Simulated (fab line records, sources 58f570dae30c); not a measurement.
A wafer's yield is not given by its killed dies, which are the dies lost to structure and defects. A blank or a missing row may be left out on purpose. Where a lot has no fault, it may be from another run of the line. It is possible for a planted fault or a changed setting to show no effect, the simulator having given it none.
Which tool is to blame? | flow berkeleyCmos170 | 21 wafers sampled from 7 lots at 1 step of a route of 331

WHAT THE GAUGES SHOWED, per wafer
UCB170_PLDD_OVL_MEAS_07.
lot  | measured     | on         | PLDD_OVL (nm)
L208 | day 7 00:55  | overlay-02 | -4 -4 -4
L209 | day 7 06:58  | overlay-02 | 1 -1 -3
L213 | day 7 11:30  | overlay-02 | 0 -4 6
L215 | day 8 08:49  | overlay-02 | -5 -7 3
L214 | day 8 09:21  | overlay-02 | -1 8 4
L222 | day 9 11:13  | overlay-02 | 4 -1 -3
L227 | day 10 12:52 | overlay-01 | -2 3 -3

TOOL THAT RAN EACH LOT (tool first, then ch and the chambers of the sampled wafers, then the start)
The record shows no process step preceding these readings.

THE ANSWER, worked out from the rows above alone
Rule: the lots themselves supply what counts as usual. The widest of any qualifying gaps counts: lots, ordered by their means at a reading, are off when they make up no more than a third of the lots, leave a main group of 4 or more, and stand apart from it by 3 or more times the standard deviation of that group's means. Not used: any main group whose means are identical at the precision the tables above print for the reading. A lot without any number at a reading at which 4 lots or more have one is off too. All remaining lots with rows at the step are treated as sound.
Across all readings shown, no lot is off: no conclusion can be drawn from this.

WHAT THE SIMULATOR PUT IN
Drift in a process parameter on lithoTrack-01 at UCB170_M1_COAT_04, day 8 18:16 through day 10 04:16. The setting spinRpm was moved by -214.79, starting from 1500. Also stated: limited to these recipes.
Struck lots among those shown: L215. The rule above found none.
